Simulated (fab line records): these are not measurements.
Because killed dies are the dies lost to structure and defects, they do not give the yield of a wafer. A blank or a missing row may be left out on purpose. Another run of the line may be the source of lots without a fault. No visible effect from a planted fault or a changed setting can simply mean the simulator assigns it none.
fab line records	flow berkeleyCmos170	part 1 of 2: steps 1 to 32 of 47
[record] lots = 5	wafers = 15	lastDay = 12
route steps=331 shown NWELL@19 PWELL@34 WELLDRIVE@55 ACTIVE@60
lots that met no fault: taken from a fault-free run of the same line
startH: the number of hours between the record's first day and the start of the first shown wafer of the lot	waitH: hours since the lot's step before	" as in the row above	L1.1+2: several wafers, shown together as one row	- value missing, or start not given	* or withheld: withheld	< > ~ a bound
route shown NAME@n: names a module that has steps shown in the file, with the first one's number in the route	usual: mean and standard deviation over wafers with no fault	same: alike in all rows	chamber/n: place in a boat	sites: readings site by site	_std_site: how widely they spread, as a standard deviation	_edge_site: inner sites' mean taken away from outer sites' mean	radiusMm: for every site, how far away it sits from the centre of the wafer	mask NAME#n: copy n	behind: tool/chamber where the wafer was last shaped	hold: why the lot was held/for how many hours/how that ended	device: the transistor (n, p or np) that didn't switch	end of line: tests of these same wafers at the route's end	for a step that has no rows: nothing shown but its recipe	killed: at the first sort, the dies lost to defects and structure; wafer yield is something else	map: a wafer's dies, x killed, . not, _ none there
set.NAME: the run value of the setting; set.NAME@STEP: its run value at that earlier step	model.NAME: the simulator's own value behind a step, which no gauge read
lots at some steps of the route; a table a step, a row a wafer
services: a tool's chamber out of use, with start hour (startH, from the record's first day; less than 0 if before it), hours out, and reason
[[steps]]
[step UCB170_NWELL_THK_MEAS_05]
[recipe] reads = Si3N4_of_NWELL_CVD_04
[usual] NWELL_NITRIDE_THK = 224.7/1.9
lot.wafer	tool	chamber	startH	waitH	NWELL_NITRIDE_THK[nm]
L074.1	filmMetro-03	-	31.49	0.0	224.3
L074.3	"	-	"	"	225.2
L074.4	"	-	"	"	223.2
L077.1	filmMetro-03	-	42.61	0.0	222.9
L077.3	"	-	"	"	224.2
L077.6	"	-	"	"	221.5
L086.2	filmMetro-04	-	85.34	0.0	222.3
L086.4	"	-	"	"	222.5
L086.5	"	-	"	"	222.8
L091.2	filmMetro-02	-	122.02	0.0	228.4
L091.4	"	-	"	"	226.6
L091.5	"	-	"	"	226.0
L096.4	filmMetro-04	-	135.79	0.0	222.7
L096.5	"	-	"	"	223.6
L096.6	"	-	"	"	223.3
[step UCB170_NWELL_HMDS_06]
[recipe] primeTimeS = 60	primeTempC = 100
lot.wafer	tool	chamber	startH	waitH
L074.1+3+4	lithoTrack-03	0	31.56	0.1
L077.1+3+6	lithoTrack-01	0	44.12	1.5
L086.2+4+5	lithoTrack-03	0	86.48	1.1
L091.2+4+5	lithoTrack-01	0	122.23	0.2
L096.4+5+6	lithoTrack-03	0	136.08	0.3
[step UCB170_NWELL_COAT_07]
[recipe] resist = KrF	spinRpm = 1500	resistThkNm = 900
[usual] dispensePressureKPa = 50.5/2.7
lot.wafer	tool	chamber	startH	waitH	dispensePressureKPa
L074.1	lithoTrack-03	0	31.71	0.1	48.9
L074.3	"	0	"	"	48.9
L074.4	"	0	"	"	48.9
L077.1	lithoTrack-01	0	44.27	0.1	49.4
L077.3	"	0	"	"	49.4
L077.6	"	0	"	"	49.4
L086.2	lithoTrack-03	0	86.63	0.1	48.9
L086.4	"	0	"	"	48.9
L086.5	"	0	"	"	48.9
L091.2	lithoTrack-01	0	122.38	0.1	49.4
L091.4	"	0	"	"	49.4
L091.5	"	0	"	"	49.4
L096.4	lithoTrack-03	0	136.23	0.1	48.9
L096.5	"	0	"	"	48.9
L096.6	"	0	"	"	48.8
[step UCB170_NWELL_SOFTBAKE_08]
[recipe] resist = KrF	tempC = 130	timeS = 60
lot.wafer	tool	chamber	startH	waitH
L074.1+3+4	lithoTrack-03	0	31.86	0.1
L077.1+3+6	lithoTrack-01	0	44.42	0.1
L086.2+4+5	lithoTrack-03	0	86.78	0.1
L091.2+4+5	lithoTrack-01	0	122.53	0.1
L096.4+5+6	lithoTrack-03	0	136.38	0.1
[step UCB170_NWELL_EXPOSE_09]
[recipe] maskId = NWELL	targetCdNm = 3000	na = 0.5	sigmaOuter = 0.6	sourceShape = conventional	doseMj = 25
lot.wafer	tool	chamber	startH	waitH	mask
L074.1+3+4	krfScanner-02	0	32.14	0.2	NWELL#0
L077.1+3+6	krfScanner-02	0	-	-	NWELL#0
L086.2+4+5	krfScanner-02	0	87.05	0.2	NWELL#0
L091.2+4+5	krfScanner-01	0	122.80	0.2	NWELL#0
L096.4+5+6	krfScanner-02	0	136.51	0.1	NWELL#0
[step UCB170_NWELL_PEB_10]
[recipe] pebTempC = 130	pebTimeS = withheld	resist = KrF
lot.wafer	tool	chamber	startH	waitH
L074.1+3+4	lithoTrack-02	0	32.25	0.1
L077.1+3+6	lithoTrack-03	0	-	-
L086.2+4+5	lithoTrack-03	0	87.38	0.3
L091.2+4+5	lithoTrack-02	0	123.08	0.3
L096.4+5+6	lithoTrack-02	0	136.64	0.1
[step UCB170_NWELL_DEVELOP_11]
[recipe] developer = TMAH	developTimeS = 45	resist = KrF	devTempC = 21
lot.wafer	tool	chamber	startH	waitH
L074.1+3+4	lithoTrack-02	0	-	-
L077.1+3+6	lithoTrack-03	0	-	-
L086.2+4+5	lithoTrack-03	0	-	-
L091.2+4+5	lithoTrack-02	0	-	-
L096.4+5+6	lithoTrack-02	0	-	-
[step UCB170_NWELL_OVL_MEAS_12]
[usual] NWELL_OVL = -2/6.2
lot.wafer	tool	chamber	startH	waitH	NWELL_OVL[nm]
L074.1	overlay-01	-	32.53	-	-6
L074.3	"	-	"	"	-3
L074.4	"	-	"	"	7
L077.1	overlay-01	-	46.09	-	2
L077.3	"	-	"	"	0
L077.6	"	-	"	"	0
L086.2	overlay-01	-	87.63	-	10
L086.4	"	-	"	"	5
L086.5	"	-	"	"	-1
L091.2	overlay-02	-	123.34	-	-6
L091.4	"	-	"	"	1
L091.5	"	-	"	"	-5
L096.4	overlay-02	-	136.86	-	-14
L096.5	"	-	"	"	-3
L096.6	"	-	"	"	-11
[step UCB170_NWELL_ETCH_13]
[recipe] chemistry = CH3F/Ar/O2	target = Si3N4	stopOn = SiO2	CH3F_flow_sccm = 20	Ar_flow_sccm = 50	O2_flow_sccm = 7	pressureMtorr = 50	rfW = 450	targetDepthA = 2464	overEtchFrac = 0.1	timeS = 154
[usual] drypumpMotorCurrentA = 5.6/0.45	oesProductAu = 0.938/0.014	throttleValvePct = 8.02/0.12
lot.wafer	tool	chamber	startH	waitH	drypumpMotorCurrentA	oesProductAu	rfHoursCounterH	throttleValvePct
L074.1	rieDiel-01	0	32.57	0.0	4.7	0.942	86	7.86
L074.3	"	3	"	"	5.8	0.925	66	8.21
L074.4	"	2	"	"	5.6	0.936	-	8.25
L077.1	rieDiel-04	0	46.13	0.0	5.4	0.949	107	7.93
L077.3	"	1	"	"	6.1	0.954	111	7.88
L077.6	"	1	"	"	6.1	0.943	-	7.88
L086.2	rieDiel-03	3	87.66	0.0	5.3	0.928	152	8.06
L086.4	"	0	"	"	5.2	0.918	13	7.93
L086.5	"	1	"	"	5.9	0.910	-	7.98
L091.2	rieDiel-01	3	123.37	0.0	5.7	0.938	71	8.22
L091.4	"	0	"	"	4.7	0.945	-	7.84
L091.5	"	3	"	"	5.7	0.924	-	8.22
L096.4	rieDiel-01	1	136.88	0.0	5.3	0.937	5	8.03
L096.5	"	1	"	"	5.4	0.938	-	8.03
L096.6	"	0	"	"	4.8	0.933	-	7.83
[step UCB170_NWELL_IMPLANT_14]
[recipe] species = P	doseCm2 = 1e+13	energyKev = 150	tiltDeg = 7
[usual] doseIonsCm2 = 1e+13/1.1e+10
lot.wafer	tool	chamber	startH	waitH	doseIonsCm2
L074.1	implanter-03	0	32.67	0.1	1.001e+13
L074.3	"	0	"	"	9.997e+12
L074.4	"	0	"	"	9.999e+12
L077.1	implanter-03	0	46.23	0.1	1.0002e+13
L077.3	"	0	"	"	1.0008e+13
L077.6	"	0	"	"	1.0007e+13
L086.2	implanter-03	0	87.79	0.1	9.995e+12
L086.4	"	0	"	"	9.998e+12
L086.5	"	0	"	"	1.0008e+13
L091.2	implanter-03	0	123.50	0.1	9.977e+12
L091.4	"	0	"	"	9.998e+12
L091.5	"	0	"	"	1.0004e+13
L096.4	implanter-02	0	137.06	0.1	1.0023e+13
L096.5	"	0	"	"	1.0021e+13
L096.6	"	0	"	"	1.0005e+13
[step UCB170_NWELL_STRIP_15]
[recipe] chemistry = O2	powerW = 400	pressureMtorr = 3500	platenTempC = withheld	o2FlowSccm = 400	overashFraction = 0.5
[usual] drypumpMotorCurrentA = 5.9/0.33	oesProductAu = 0.721/0.0049	stripTimeToEndpointS = 18.02/0.097
lot.wafer	tool	chamber	startH	waitH	drypumpMotorCurrentA	oesProductAu	rfHoursCounterH	stripTimeToEndpointS
L074.1	plasmaAsher-01	0	32.82	0.1	6.3	0.719	23	18.18
L074.3	"	0	"	"	6.3	0.714	-	18.19
L074.4	"	1	"	"	5.9	0.714	-	18.17
L077.1	plasmaAsher-03	0	46.38	0.1	5.5	0.728	32	18.03
L077.3	"	1	"	"	5.5	0.714	-	18.02
L077.6	"	0	"	"	5.5	0.725	-	18.11
L086.2	plasmaAsher-01	1	87.92	0.1	5.9	0.717	29	18.16
L086.4	"	0	"	"	6.3	0.718	-	18.08
L086.5	"	1	"	"	5.9	0.723	-	18.09
L091.2	plasmaAsher-01	1	123.62	0.1	5.9	0.721	33	17.86
L091.4	"	1	"	"	5.9	0.715	-	17.97
L091.5	"	0	"	"	6.3	0.727	-	17.85
L096.4	plasmaAsher-01	1	137.16	0.1	5.9	0.725	-	18.05
L096.5	"	1	"	"	5.9	0.731	-	18.10
L096.6	"	0	"	"	6.3	0.729	-	18.26
[step UCB170_NWELL_TW_MEAS_16]
[usual] NWELL_TW = 1241/13
lot.wafer	tool	chamber	startH	waitH	NWELL_TW
L074.1	filmMetro-04	-	32.92	0.1	1254
L074.3	"	-	"	"	1250
L074.4	"	-	"	"	1256
L077.1	filmMetro-03	-	46.48	0.1	1217
L077.3	"	-	"	"	1221
L077.6	"	-	"	"	1219
L086.2	filmMetro-02	-	88.03	0.1	1233
L086.4	"	-	"	"	1242
L086.5	"	-	"	"	1239
L091.2	filmMetro-02	-	123.73	0.1	1238
L091.4	"	-	"	"	1240
L091.5	"	-	"	"	1242
L096.4	filmMetro-03	-	137.26	0.1	1233
L096.5	"	-	"	"	1237
L096.6	"	-	"	"	1237
[step UCB170_NWELL_CLEAN_17]
[recipe] chemistry = SPM	tempC = 120	timeS = 600
lot.wafer	tool	chamber	startH	waitH
L074.1+3+4	wetBench-04	3	32.98	0.1
L077.1+3+6	wetBench-01	1	46.54	0.1
L086.2+4+5	wetBench-04	3	88.18	0.1
L091.2+4+5	wetBench-02	1	123.80	0.1
L096.4+5+6	wetBench-04	0	137.29	0.0
[step UCB170_NWELL_WET_ETCH_18]
[recipe] chemistry = H3PO4	target = Si3N4	tempC = 160	timeS = 14400
lot.wafer	tool	chamber	startH	waitH
L074.1+3+4	wetBench-04	0	33.15	0.0
L077.1+3+6	wetBench-02	2	46.73	0.0
L086.2+4+5	wetBench-04	1	88.53	0.0
L091.2+4+5	wetBench-02	2	124.01	0.0
L096.4+5+6	wetBench-01	2	137.48	0.0
[step UCB170_NWELL_WET_ETCH_19]
[recipe] chemistry = BOE	dilution = 5:1	target = SiO2	tempC = 25	timeS = 22
lot.wafer	tool	chamber	startH	waitH
L074.1+3+4	wetBench-04	0	37.51	0.3
L077.1+3+6	wetBench-02	2	51.69	0.2
L086.2+4+5	wetBench-01	2	96.73	0.2
L091.2+4+5	wetBench-04	1	128.38	0.0
L096.4+5+6	wetBench-01	1	141.49	0.0
[step UCB170_PWELL_CLEAN_00]
[recipe] chemistry = SPM	tempC = 120	timeS = 600
lot.wafer	tool	chamber	startH	waitH
L074.1+3+4	wetBench-02	3	41.03	3.5
L077.1+3+6	wetBench-02	1	51.92	0.2
L086.2+4+5	wetBench-01	3	96.97	0.2
L091.2+4+5	wetBench-04	3	128.40	0.0
L096.4+5+6	wetBench-01	3	141.50	0.0
[step UCB170_PWELL_CLEAN_01]
[recipe] chemistry = dHF	dilution = 25:1	timeS = 60
lot.wafer	tool	chamber	startH	waitH
L074.1+3+4	wetBench-02	0	41.31	0.1
L077.1+3+6	wetBench-02	1	52.11	0.0
L086.2+4+5	wetBench-01	1	97.19	0.0
L091.2+4+5	wetBench-02	3	128.59	0.0
L096.4+5+6	wetBench-01	0	141.68	0.0
[step UCB170_PWELL_OXIDATION_02]
[recipe] tempC = 1000	ambient = O2	targetThkA = 264	oxTimeS = 1260
[same] oxTimeS = 1260
lot.wafer	tool	chamber	startH	waitH
L074.1+3+4	furnace-02	0	41.89	0.6
L077.1+3+6	furnace-02	0	54.22	2.1
L086.2+4+5	furnace-02	0	106.40	9.2
L091.2+4+5	furnace-02	0	131.22	2.6
L096.4+5+6	furnace-03	0	144.56	2.9
[step UCB170_PWELL_THK_MEAS_03]
[recipe] reads = SiO2_of_PWELL_OXIDATION_02
[usual] PWELL_OXIDE_THK = 26.5/0.5
lot.wafer	tool	chamber	startH	waitH	PWELL_OXIDE_THK[nm]
L074.1	filmMetro-03	-	43.24	0.0	27.0
L074.3	"	-	"	"	26.3
L074.4	"	-	"	"	26.5
L077.1	filmMetro-03	-	55.57	0.0	26.4
L077.3	"	-	"	"	26.2
L077.6	"	-	"	"	26.2
L086.2	filmMetro-03	-	107.76	0.0	25.9
L086.4	"	-	"	"	26.0
L086.5	"	-	"	"	25.9
L091.2	filmMetro-02	-	132.58	0.0	26.1
L091.4	"	-	"	"	26.4
L091.5	"	-	"	"	26.8
L096.4	filmMetro-01	-	145.94	0.0	26.9
L096.5	"	-	"	"	26.8
L096.6	"	-	"	"	27.2
[step UCB170_PWELL_ANNEAL_04]
[recipe] tempC = 1000	timeS = 900	ambient = N2
lot.wafer	tool	chamber	startH	waitH
L074.1+3+4	furnace-02	0	44.54	1.3
L077.1+3+6	furnace-02	0	56.92	1.3
L086.2+4+5	furnace-03	0	110.65	2.9
L091.2+4+5	furnace-04	0	135.40	2.8
L096.4+5+6	furnace-03	0	149.99	4.0
[step UCB170_PWELL_CVD_05]
[recipe] material = Si3N4	targetThkNm = 220	tempC = 800	precursor = SiH2Cl2/NH3	timeS = 3300	pressureMtorr = 200	sih2cl2FlowSccm = 25	nh3FlowSccm = 75
[usual] pressureMtorr = 200.0/0.4
lot.wafer	tool	chamber	startH	waitH	pressureMtorr
L074.1	lpcvd-02	1	46.13	0.3	199.7
L074.3	"	1	"	"	199.6
L074.4	"	1	"	"	199.8
L077.1	lpcvd-01	0	58.17	0.0	199.7
L077.3	"	0	"	"	200.2
L077.6	"	0	"	"	200.1
L086.2	lpcvd-02	0	113.12	1.2	199.9
L086.4	"	0	"	"	199.3
L086.5	"	0	"	"	200.2
L091.2	lpcvd-02	0	136.65	0.0	198.9
L091.4	"	0	"	"	199.5
L091.5	"	0	"	"	199.4
L096.4	lpcvd-02	1	152.86	1.6	199.9
L096.5	"	1	"	"	200.1
L096.6	"	1	"	"	200.7
[step UCB170_PWELL_THK_MEAS_06]
[recipe] reads = Si3N4_of_PWELL_CVD_05
[usual] PWELL_NITRIDE_THK = 219.4/2
lot.wafer	tool	chamber	startH	waitH	PWELL_NITRIDE_THK[nm]
L074.1	filmMetro-01	-	49.00	0.0	220.5
L074.3	"	-	"	"	219.7
L074.4	"	-	"	"	217.9
L077.1	filmMetro-03	-	61.13	0.1	219.0
L077.3	"	-	"	"	222.9
L077.6	"	-	"	"	221.8
L086.2	filmMetro-02	-	116.01	0.0	221.4
L086.4	"	-	"	"	221.2
L086.5	"	-	"	"	222.9
L091.2	filmMetro-02	-	138.57	0.0	219.2
L091.4	"	-	"	"	218.6
L091.5	"	-	"	"	218.3
L096.4	filmMetro-01	-	155.77	0.0	222.1
L096.5	"	-	"	"	220.6
L096.6	"	-	"	"	221.6
[step UCB170_PWELL_HMDS_07]
[recipe] primeTimeS = 60	primeTempC = 100
lot.wafer	tool	chamber	startH	waitH
L074.1+3+4	lithoTrack-01	0	49.22	0.2
L077.1+3+6	lithoTrack-03	0	61.58	0.4
L086.2+4+5	lithoTrack-03	0	116.27	0.2
L091.2+4+5	lithoTrack-03	0	138.65	0.1
L096.4+5+6	lithoTrack-04	0	156.23	0.5
[step UCB170_PWELL_COAT_08]
[recipe] resist = KrF	spinRpm = 1500	resistThkNm = 900
[usual] dispensePressureKPa = 48.8/0.4
lot.wafer	tool	chamber	startH	waitH	dispensePressureKPa
L074.1	lithoTrack-01	0	49.37	0.1	49.4
L074.3	"	0	"	"	49.4
L074.4	"	0	"	"	49.4
L077.1	lithoTrack-03	0	61.73	0.1	48.9
L077.3	"	0	"	"	48.9
L077.6	"	0	"	"	48.9
L086.2	lithoTrack-03	0	116.42	0.1	48.9
L086.4	"	0	"	"	48.9
L086.5	"	0	"	"	48.9
L091.2	lithoTrack-03	0	138.80	0.1	48.9
L091.4	"	0	"	"	48.8
L091.5	"	0	"	"	48.8
L096.4	lithoTrack-04	0	156.38	0.1	48.4
L096.5	"	0	"	"	48.4
L096.6	"	0	"	"	48.4
[step UCB170_PWELL_SOFTBAKE_09]
[recipe] resist = KrF	tempC = 130	timeS = 60
lot.wafer	tool	chamber	startH	waitH
L074.1+3+4	lithoTrack-01	0	49.52	0.1
L077.1+3+6	lithoTrack-03	0	61.88	0.1
L086.2+4+5	lithoTrack-03	0	116.57	0.1
L091.2+4+5	lithoTrack-03	0	138.95	0.1
L096.4+5+6	lithoTrack-04	0	156.53	0.1
[step UCB170_PWELL_EXPOSE_10]
[recipe] maskId = PWELL	targetCdNm = 3000	na = 0.5	sigmaOuter = 0.6	sourceShape = conventional	doseMj = 19
lot.wafer	tool	chamber	startH	waitH	mask
L074.1+3+4	krfScanner-02	0	49.85	0.3	PWELL#0
L077.1+3+6	krfScanner-01	0	62.35	0.4	PWELL#0
L086.2+4+5	krfScanner-01	0	116.71	0.1	PWELL#0
L091.2+4+5	krfScanner-01	0	139.22	0.2	PWELL#0
L096.4+5+6	krfScanner-02	0	156.79	0.2	PWELL#0
[step UCB170_PWELL_PEB_11]
[recipe] pebTempC = 130	pebTimeS = withheld	resist = KrF
lot.wafer	tool	chamber	startH	waitH
L074.1+3+4	lithoTrack-03	0	49.96	0.1
L077.1+3+6	lithoTrack-01	0	62.47	0.1
L086.2+4+5	lithoTrack-01	0	117.05	0.3
L091.2+4+5	lithoTrack-03	0	139.69	0.4
L096.4+5+6	lithoTrack-01	0	157.23	0.4
[step UCB170_PWELL_DEVELOP_12]
[recipe] developer = TMAH	developTimeS = 45	resist = KrF	devTempC = 21
lot.wafer	tool	chamber	startH	waitH
L074.1+3+4	lithoTrack-03	0	-	-
L077.1+3+6	lithoTrack-01	0	-	-
L086.2+4+5	lithoTrack-01	0	-	-
L091.2+4+5	lithoTrack-03	0	-	-
L096.4+5+6	lithoTrack-01	0	-	-
[step UCB170_PWELL_OVL_MEAS_13]
[usual] PWELL_OVL = -1/4.6
lot.wafer	tool	chamber	startH	waitH	PWELL_OVL[nm]
L074.1	overlay-02	-	50.24	-	-5
L074.3	"	-	"	"	3
L074.4	"	-	"	"	-3
L077.1	overlay-01	-	62.74	-	0
L077.3	"	-	"	"	-2
L077.6	"	-	"	"	4
L086.2	overlay-02	-	117.30	-	-1
L086.4	"	-	"	"	4
L086.5	"	-	"	"	-2
L091.2	overlay-01	-	139.94	-	7
L091.4	"	-	"	"	7
L091.5	"	-	"	"	8
L096.4	overlay-02	-	157.45	-	2
L096.5	"	-	"	"	3
L096.6	"	-	"	"	-2
[step UCB170_PWELL_ETCH_14]
[recipe] chemistry = CH3F/Ar/O2	target = Si3N4	stopOn = SiO2	CH3F_flow_sccm = 20	Ar_flow_sccm = 50	O2_flow_sccm = 7	pressureMtorr = 50	rfW = 450	targetDepthA = 2420	overEtchFrac = 0.1	timeS = 151
[usual] drypumpMotorCurrentA = 5.7/0.46	oesProductAu = 0.942/0.013	throttleValvePct = 8.03/0.13
lot.wafer	tool	chamber	startH	waitH	drypumpMotorCurrentA	oesProductAu	rfHoursCounterH	throttleValvePct
L074.1	rieDiel-02	1	50.27	0.0	6.2	0.942	91	8.09
L074.3	"	2	"	"	5.7	0.950	100	7.92
L074.4	"	0	"	"	5.3	0.933	-	7.95
L077.1	rieDiel-04	1	62.78	0.0	6.1	0.956	112	7.87
L077.3	"	0	"	"	5.5	0.961	107	7.96
L077.6	"	1	"	"	6.1	0.954	-	7.87
L086.2	rieDiel-01	1	117.33	0.0	5.3	0.951	4	8.04
L086.4	"	2	"	"	5.7	0.941	69	8.26
L086.5	"	0	"	"	4.7	0.957	-	7.84
L091.2	rieDiel-04	2	139.97	0.0	6.6	0.954	56	8.05
L091.4	"	3	"	"	5.7	0.949	109	7.99
L091.5	"	1	"	"	6.0	0.948	-	7.85
L096.4	rieDiel-02	2	157.47	0.0	5.7	0.960	103	7.93
L096.5	"	1	"	"	6.2	0.954	-	8.10
L096.6	"	2	"	"	5.7	0.950	-	7.93
[step UCB170_PWELL_IMPLANT_15]
[recipe] species = B	doseCm2 = 5e+12	energyKev = 60	tiltDeg = 7
[usual] doseIonsCm2 = 5e+12/5.8e+09
lot.wafer	tool	chamber	startH	waitH	doseIonsCm2
L074.1	implanter-01	0	50.37	0.1	5.007e+12
L074.3	"	0	"	"	5.007e+12
L074.4	"	0	"	"	5.002e+12
L077.1	implanter-04	0	62.88	0.1	4.993e+12
L077.3	"	0	"	"	4.999e+12
L077.6	"	0	"	"	5.005e+12
L086.2	implanter-04	0	117.46	0.1	5e+12
L086.4	"	0	"	"	5.003e+12
L086.5	"	0	"	"	5.005e+12
L091.2	implanter-02	0	140.10	0.1	5.001e+12
L091.4	"	0	"	"	4.991e+12
L091.5	"	0	"	"	4.998e+12
L096.4	implanter-04	0	157.64	0.1	4.996e+12
L096.5	"	0	"	"	5.002e+12
L096.6	"	0	"	"	4.999e+12
[step UCB170_PWELL_STRIP_16]
[recipe] chemistry = O2	powerW = 400	pressureMtorr = 3500	platenTempC = withheld	o2FlowSccm = 400	overashFraction = 0.5
[usual] drypumpMotorCurrentA = 6.0/0.35	oesProductAu = 0.721/0.0043	stripTimeToEndpointS = 18.11/0.077
lot.wafer	tool	chamber	startH	waitH	drypumpMotorCurrentA	oesProductAu	rfHoursCounterH	stripTimeToEndpointS
L074.1	plasmaAsher-02	0	50.52	0.1	5.1	0.720	32	18.09
L074.3	"	1	"	"	5.9	0.721	-	18.08
L074.4	"	0	"	"	5.1	0.718	-	18.16
L077.1	plasmaAsher-02	1	63.03	0.1	5.9	0.721	34	18.08
L077.3	"	1	"	"	5.9	0.720	-	18.15
L077.6	"	1	"	"	5.9	0.720	-	18.10
L086.2	plasmaAsher-02	1	117.58	0.1	5.9	0.719	40	17.98
L086.4	"	1	"	"	5.9	0.721	-	18.05
L086.5	"	1	"	"	5.9	0.718	-	18.06
L091.2	plasmaAsher-01	0	140.22	0.1	6.3	0.717	35	18.08
L091.4	"	1	"	"	5.9	0.726	-	18.18
L091.5	"	1	"	"	5.9	0.721	-	18.00
L096.4	plasmaAsher-04	0	157.75	0.1	6.1	0.711	-	18.02
L096.5	"	1	"	"	6.3	0.723	-	17.99
L096.6	"	0	"	"	6.0	0.725	-	17.99
